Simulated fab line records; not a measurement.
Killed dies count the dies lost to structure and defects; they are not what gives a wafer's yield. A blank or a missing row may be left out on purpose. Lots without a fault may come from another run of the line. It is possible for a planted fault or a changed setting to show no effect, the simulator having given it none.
Comparing a struck lot with a sound one + flow rit_cmos + 17 out of 202 route steps
Sound: wafers L949.1, L949.3, L949.6. Struck: wafers L950.2, L950.3, L950.5. The cause comes at the end.
At each step with rows: each side's tool, then ch and its chambers, then its first start. Under that, the readings that differ: sound wafers + struck wafers + difference of the means + sigmas: that difference in standard deviations of wafers without a fault.
alike: words and numbers the same on both sides, and readings whose means are apart by under 2 such deviations; not compared: readings that were withheld, readings missing a value for some wafer, numbers with overlapping values and no deviation given by the record, and bounds like >300 which may hide the same value.
A row with sigmas, a row that says differs or no value, or rows on one side alone: a step with any of these is where the two part. Numbers that don't overlap but have no deviation are shown without sigmas and don't part them. A reading that every wafer of one side lacks parts them only if that side has two wafers or more.

RIT_NWELL_TW_MEAS_10:
  sound on film_metro-03 at day 3 19:40; struck on film_metro-03 at day 3 23:23
  alike: NWELL_TW
then, 6 steps without rows for these wafers: RIT_PWELL_HMDS_00 (prime time 60 s); RIT_PWELL_COAT_01 (resist thk 1300 nm); RIT_PWELL_SOFTBAKE_02 (time 60 s); RIT_PWELL_EXPOSE_03 (exposes mask M3, target cd 43700 nm); RIT_PWELL_PEB_04; RIT_PWELL_DEVELOP_05 (develop time 68 s).
RIT_PWELL_OVL_MEAS_06:
  sound on overlay-01 at day 3 20:36; struck on overlay-02 at day 4 00:20
  alike: PWELL_OVL
then, 2 steps without rows for these wafers: RIT_PWELL_HARDBAKE_07 (time 120 s); RIT_PWELL_IMPLANT_08.
RIT_PWELL_STRIP_09: strips in O2, time 180 s.
  sound on plasma_asher-02 ch 1, day 3 21:02; struck on plasma_asher-04 ch 0,1, day 4 00:46
  alike: drypump_motor_current_A
  not compared: rf_hours_counter_h
RIT_PWELL_TW_MEAS_10:
  sound on film_metro-02 at day 3 21:13; struck on film_metro-03 at day 4 00:56
  alike: PWELL_TW
RIT_WELLDRIVE_ANNEAL_00: time 14700 s.
  sound on furnace-01 ch 0, day 3 21:16; struck on furnace-03 ch 0, day 4 01:34
| reading                | sound                | struck               | difference | sigmas      |
|------------------------|----------------------|----------------------|------------|-------------|
| spike_tc_centre_C (C)  | 1104.3 1103.4 1102.2 | 1119.2 1119.2 1118.8 | +15.8      | +13         |
| spike_tc_load_C (C)    | 1130 1131 1130       | 1141 1140 1140       | +10        | +3          |
| spike_tc_source_C (C)  | 1129.2 1130.0 1129.4 | 1140.6 1141.6 1140.3 | +11.3      | +5          |
| tube_center_temp_C (C) | 1100 1100 1099.9     | 1114.9 1114.9 1115.1 | +15.0      | +99 or more |
| tube_center_temp_C_max | 1103.5 1102.5 1102.8 | 1117.4 1117.9 1117.7 | +14.7      | +30         |
RIT_WELLDRIVE_RS_MEAS_01: measurement is done with a four-point probe.
  sound on film_metro-03 at day 4 02:21; struck on film_metro-03 at day 4 06:41
| reading           | sound             | struck            | difference | sigmas |
|-------------------|-------------------|-------------------|------------|--------|
| NWELL_RS (ohm/sq) | 274.8 275.2 275.6 | 260.5 259.6 259.3 | -15.4      | -21    |
RIT_WELLDRIVE_RS_MEAS_02: measurement is done with a four-point probe.
  sound on film_metro-03 at day 4 02:28; struck on film_metro-03 at day 4 06:48
| reading           | sound             | struck            | difference | sigmas |
|-------------------|-------------------|-------------------|------------|--------|
| PWELL_RS (ohm/sq) | 429.5 430.0 430.4 | 411.9 412.7 412.8 | -17.5      | -13    |
then, 1 step without rows for these wafers: RIT_NRETRO_HMDS_00 (prime time 60 s).
RIT_M1_PROBE_99:
  sound on prober-02 at day 5 08:41; struck on prober-01 at day 5 11:00
| reading                                | sound                | struck               | difference | sigmas |
|----------------------------------------|----------------------|----------------------|------------|--------|
| model.etest.nwell_pinched.rs_ohm_sq    | 337.1 337.7 334.9    | 308 311.1 312.7      | -26        |        |
| model.etest.pwell_pinched.rs_ohm_sq    | 458.8 456.6 462      | 431.5 430.5 435.1    | -26.8      |        |
| model.etest.pwell.rs_ohm_sq            | 416.3 413.8 416.8    | 395.1 390.6 394.2    | -22.3      |        |
| model.etest.field_n.vt_v (V)           | 35.29 34.98 35.2     | 31.39 31.63 32.31    | -3.38      |        |
| model.etest.field_p_metal.vt_v (V)     | -29.59 -29.43 -29.43 | -31.22 -31.26 -30.99 | -1.67      |        |
| model.etest.iso_nwell_nwell.bv_v (V)   | 21.85 22.08 22.04    | 23 22.93 22.97       | +1         |        |
| model.etest.field_p.vt_v (V)           | -12.88 -12.96 -12.86 | -13.31 -13.31 -13.47 | -0.46      |        |
| model.etest.diode_pplus_nwell.bv_v (V) | 6.735 6.774 6.753    | 6.943 6.991 7.023    | +0.232     |        |
  alike: killed_at_M0_to_M3, killed_at_contacts, killed_at_front_end, killed_dies, killed_open, killed_short

WHERE THEY PART
First at RIT_WELLDRIVE_ANNEAL_00; last, within this record, at RIT_WELLDRIVE_RS_MEAS_02. Later steps at which nothing parts them and some readings are alike: RIT_M1_PROBE_99.

WHY: whatever the simulator had introduced
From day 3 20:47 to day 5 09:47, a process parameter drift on furnace-03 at RIT_WELLDRIVE_ANNEAL_00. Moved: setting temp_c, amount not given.
